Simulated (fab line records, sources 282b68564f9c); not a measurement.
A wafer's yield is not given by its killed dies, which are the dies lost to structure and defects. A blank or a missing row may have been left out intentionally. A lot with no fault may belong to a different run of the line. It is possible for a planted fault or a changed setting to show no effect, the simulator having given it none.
Check of tool commonality | flow rit_cmos | 13 lots, 39 wafers sampled

== REASON IT WAS OPENED ==
Of 13 lots, 1 have the reading PLDD_TW flagged at RIT_PLDD_TW_MEAS_10. No-fault wafers: 2340, standard deviation 9.9.
Rule: a lot is flagged in two cases, either no wafer of it has a number, or all its wafers with numbers fall more than 4 standard deviations from that mean. As for the other lots, they are considered sound.

lot  | measured    | on            | PLDD_TW, wafer by wafer | flag
L943 | day 3 06:30 | film_metro-04 | 2333 2346 2334          |
L944 | day 3 11:49 | film_metro-04 | 2336 2349 2339          |
L945 | day 3 18:33 | film_metro-04 | 2331 2347 2329          |
L946 | day 3 22:23 | film_metro-03 | 2334 2336 2346          |
L947 | day 4 03:57 | film_metro-02 | 2320 2332 2337          |
L949 | day 4 12:22 | film_metro-02 | 2343 2341 2347          |
L950 | day 4 20:32 | film_metro-03 | 2333 2328 2347          |
L952 | day 5 03:25 | film_metro-03 | 2348 2326 2338          |
L954 | day 5 11:44 | film_metro-02 | 2345 2340 2342          |
L955 | day 5 14:52 | film_metro-02 | 2333 2336 2340          |
L957 | day 6 03:10 | film_metro-04 | 2363 2362 2351          |
L958 | day 6 05:46 | film_metro-02 | 30 30 30                | FLAGGED
L961 | day 6 23:52 | film_metro-02 | 2343 2330 2350          |
Averaged over the flagged lots the numbers come to 30, -2310 from the usual (-99 or more standard deviations).

== EACH LOT AND THE TOOL IT RAN ON ==
The record keeps 1 process step preceding the reading, out of 202 steps on the route. Every cell lists first the tool, next ch and the chambers used by the sampled wafers, and last the start.
lot  | flag    | RIT_PLDD_EXPOSE_03
L943 |         | iline_stepper-01 ch 0, day 3 05:35
L944 |         | iline_stepper-01 ch 0, day 3 10:55
L945 |         | iline_stepper-02 ch 0, day 3 17:38
L946 |         | iline_stepper-02 ch 0, day 3 21:28
L947 |         | iline_stepper-02 ch 0, day 4 03:02
L949 |         | iline_stepper-02 ch 0, day 4 11:20
L950 |         | iline_stepper-02 ch 0, day 4 19:33
L952 |         | iline_stepper-01 ch 0, day 5 02:32
L954 |         | iline_stepper-02 ch 0, day 5 10:50
L955 |         | iline_stepper-02 ch 0, day 5 13:43
L957 |         | iline_stepper-01 ch 0, day 6 02:15
L958 | FLAGGED | iline_stepper-02 ch 0, day 6 04:52
L961 |         | iline_stepper-02 ch 0, day 6 22:58
What these steps do:
- RIT_PLDD_EXPOSE_03: exposes mask M8, target cd 40900 nm.
- RIT_PLDD_TW_MEAS_10

== FLAGGED OVER TOTAL, TOOL BY TOOL (the gauges that took the reading come last) ==
step                | tool             | lots run | flagged | share of the flagged lots | sound lots run after its first flagged lot
RIT_PLDD_EXPOSE_03  | iline_stepper-01 | 4        | 0       | none                      | -
RIT_PLDD_EXPOSE_03  | iline_stepper-02 | 9        | 1       | all                       | 1 (L961)
RIT_PLDD_TW_MEAS_10 | film_metro-02    | 6        | 1       | all                       | 1 (L961)
RIT_PLDD_TW_MEAS_10 | film_metro-03    | 3        | 0       | none                      | -
RIT_PLDD_TW_MEAS_10 | film_metro-04    | 4        | 0       | none                      | -

== WHAT THE TABLE ALLOWS ==
iline_stepper-02 at RIT_PLDD_EXPOSE_03 and film_metro-02 at RIT_PLDD_TW_MEAS_10 are the 2 rows of the table that ran each flagged lot.
- iline_stepper-02 at RIT_PLDD_EXPOSE_03: 1 of its 9 lots flagged. Lots that were sound ran on it after the first flagged one (L961); a persistent fault on the entire tool would not allow that.
- film_metro-02 at RIT_PLDD_TW_MEAS_10: 1 of its 6 lots flagged. Lots that were sound ran on it after the first flagged one (L961); a persistent fault on the entire tool would not allow that.
There is no row in the table that ran each flagged lot and no sound lot after the first.

== WHAT WAS PUT IN BY THE SIMULATOR ==
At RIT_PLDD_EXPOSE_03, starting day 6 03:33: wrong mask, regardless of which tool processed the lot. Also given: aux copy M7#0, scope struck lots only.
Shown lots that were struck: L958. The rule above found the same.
